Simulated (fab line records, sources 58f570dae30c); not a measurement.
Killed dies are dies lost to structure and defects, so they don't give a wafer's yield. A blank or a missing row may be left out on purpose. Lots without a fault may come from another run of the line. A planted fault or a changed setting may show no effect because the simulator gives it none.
Which tool did it? | flow berkeley_cmos170 | 14 lots, 42 wafers sampled, at 4 steps of a route of 331

WHAT THE GAUGES READ, wafer by wafer
UCB170_ACTIVE_CD_MEAS_13: target cd 1200 nm.
lot  | measured    | on        | cd_nm (nm)
L444 | day 4 20:56 | cd_sem-01 | 1198.7 1199.5 1198.3
L447 | day 5 22:25 | cd_sem-01 | 1199.4 1198.9 1199.3
L449 | day 5 22:36 | cd_sem-02 | 1197.7 1198.2 1198.9
L450 | day 6 05:08 | cd_sem-02 | 1200.7 1200.8 1199.8
L454 | day 6 17:50 | cd_sem-02 | 1198.7 1198.6 1199.1
L455 | day 7 07:28 | cd_sem-01 | 1200.4 1200.8 1200.1
L458 | day 7 07:44 | cd_sem-02 | 1198.5 1200.1 1197.4
L459 | day 7 22:19 | cd_sem-01 | - - -
L460 | day 7 22:44 | cd_sem-01 | - - -
L462 | day 8 08:25 | cd_sem-01 | 1199.8 1199.6 1200.0
L464 | day 9 00:14 | cd_sem-02 | 1200.8 1200.3 1200.0
L465 | day 9 10:41 | cd_sem-02 | 1199.0 1198.2 1198.1
L466 | day 9 10:58 | cd_sem-01 | 1199.8 1200.1 1200.4
L467 | day 9 18:44 | cd_sem-02 | 1197.5 1198.7 1196.6

UCB170_M1_OVL_MEAS_10.
lot  | measured     | on         | M1_OVL (nm)
L444 | day 8 00:10  | overlay-01 | 4 1 2
L447 | day 9 06:22  | overlay-01 | -1 11 8
L449 | day 9 06:05  | overlay-02 | 8 6 5
L450 | day 9 17:31  | overlay-02 | -1 1 2
L454 | day 9 18:35  | overlay-02 | -2 -2 -4
L455 | day 10 22:58 | overlay-01 | 1 -4 4
L458 | day 10 23:19 | overlay-02 | 3 -2 0
L462 | day 12 03:40 | overlay-01 | 7 -2 -11
L464 | day 12 16:21 | overlay-01 | 10 1 4
L465 | day 12 18:07 | overlay-01 | 4 -9 -2
L466 | day 12 17:37 | overlay-01 | -2 7 5
L467 | day 13 11:58 | overlay-02 | 10 6 1

WHICH TOOL RAN EACH LOT (tool, then ch and the chambers of the sampled wafers, then the start)
lot  | UCB170_ACTIVE_PEB_11             | UCB170_GATE_ETCH_14
L444 | litho_track-02 ch 0, day 4 20:40 | rie_diel-02 ch 1,2,3, day 6 23:12
L447 | litho_track-02 ch 0, day 5 22:08 | rie_diel-04 ch 0,1,2, day 8 05:38
L449 | litho_track-01 ch 0, day 5 22:19 | rie_diel-01 ch 0,1,2, day 8 05:55
L450 | litho_track-04 ch 0, day 6 04:51 | rie_diel-02 ch 0,1,2, day 8 13:35
L454 | litho_track-01 ch 0, day 6 17:34 | rie_diel-01 ch 0,2, day 8 19:06
L455 | litho_track-02 ch 0, day 7 07:11 | rie_diel-02 ch 0,1,2, day 9 19:10
L458 | litho_track-04 ch 0, day 7 07:27 | rie_diel-02 ch 1,2,3, day 9 19:44
L459 | litho_track-04, day 7 22:02      | -
L460 | litho_track-01, day 7 22:28      | -
L462 | litho_track-04 ch 0, day 8 08:08 | rie_diel-02 ch 2,3, day 11 00:20
L464 | litho_track-01 ch 0, day 8 23:58 | rie_diel-02 ch 0,1,3, day 11 14:37
L465 | litho_track-01 ch 0, day 9 10:25 | rie_diel-01 ch 2,3, day 11 19:10
L466 | litho_track-02 ch 0, day 9 10:41 | rie_diel-04 ch 1,2, day 11 14:58
L467 | litho_track-01 ch 0, day 9 18:29 | rie_diel-01 ch 0,1,2, day 12 11:48
- UCB170_ACTIVE_PEB_11
- UCB170_GATE_ETCH_14: etches BARC in N2/H2.

WHAT THE TOOLS THEMSELVES READ (means of the sampled wafers that have a number; where no wafer has one, the mark that the record gives instead)
UCB170_ACTIVE_PEB_11.
lot  | tool           | chill_plate_temp_C (C) | exhaust_pa (Pa) | resist_line_temp_C (C)
L444 | litho_track-02 | 23.02                  | 44.9            | 23.02
L447 | litho_track-02 | 22.97                  | 44.8            | 23.01
L449 | litho_track-01 | 23.06                  | 45.2            | 23.13
L450 | litho_track-04 | 22.94                  | 44.6            | 23.02
L454 | litho_track-01 | 22.99                  | 44.9            | 23.11
L455 | litho_track-02 | 23.07                  | 45.9            | 23.11
L458 | litho_track-04 | 22.99                  | 43.8            | 22.89
L459 | litho_track-04 | -                      | -               | -
L460 | litho_track-01 | -                      | -               | -
L462 | litho_track-04 | 22.83                  | 44.7            | 22.96
L464 | litho_track-01 | 23.07                  | 44.8            | 23.03
L465 | litho_track-01 | 22.90                  | 44.2            | 23.06
L466 | litho_track-02 | 23.04                  | 44.7            | 23.09
L467 | litho_track-01 | 22.93                  | 45.0            | 23.04

UCB170_GATE_ETCH_14.
lot  | tool        | drypump_motor_current_A (A) | oes_product_au (a.u.) | rf_fwd_power_W (W) | throttle_valve_pct (%)
L444 | rie_diel-02 | 5.94                        | 0.999                 | 495.3              | 13.27
L447 | rie_diel-04 | 6.05                        | 0.996                 | 495.8              | 13.36
L449 | rie_diel-01 | 5.97                        | 0.993                 | 494.8              | 13.42
L450 | rie_diel-02 | 5.86                        | 1.005                 | 493.8              | 13.24
L454 | rie_diel-01 | 5.87                        | 0.990                 | 495.5              | 13.40
L455 | rie_diel-02 | 5.85                        | 1.006                 | 495.9              | 13.26
L458 | rie_diel-02 | 5.94                        | 1.002                 | 496.9              | 13.29
L462 | rie_diel-02 | 5.97                        | 0.994                 | 495.3              | 13.41
L464 | rie_diel-02 | 5.86                        | 0.998                 | 494.3              | 13.10
L465 | rie_diel-01 | 6.01                        | 0.998                 | 494.1              | 13.28
L466 | rie_diel-04 | 6.02                        | 0.991                 | 495.3              | 13.40
L467 | rie_diel-01 | 5.95                        | 0.986                 | 494.4              | 13.42

THE ANSWER, worked out from the rows above alone
Rule: what is usual is taken from the lots themselves. Put in order of their means at a reading, lots are off if they are a third of the lots or fewer, leave a main group of 4 or more, and stand apart from it by a gap of 3 or more times the standard deviation of the main group's means; of several such gaps the widest counts. A main group whose means are all the same, to the digits that the tables above print for the reading, isn't used. A lot without any number at a reading at which 4 lots or more have one is off too. The other lots that the step has rows for count as sound. The gauges are gone through in route order, then the tools' own readings, and for those a lot's mean is taken as printed above. The first step at which some lot is off is used, and at that step the reading that is off furthest; a lot without a number counts as furthest.
Off: L459, L460, at UCB170_ACTIVE_CD_MEAS_13 (cd_nm). Without a number there: L459, L460. The main group: mean 1199.2 nm, standard deviation 0.92.
A tool fits if, at a process step before that reading, it ran every lot that is off, and no sound lot after the first of them. The gauges at UCB170_ACTIVE_CD_MEAS_13 aren't tried: what is off there is off at UCB170_ACTIVE_PEB_11 too, on other tools, and a gauge's error can't cause that. None of those tried fits.

WHAT THE SIMULATOR HAD PUT IN
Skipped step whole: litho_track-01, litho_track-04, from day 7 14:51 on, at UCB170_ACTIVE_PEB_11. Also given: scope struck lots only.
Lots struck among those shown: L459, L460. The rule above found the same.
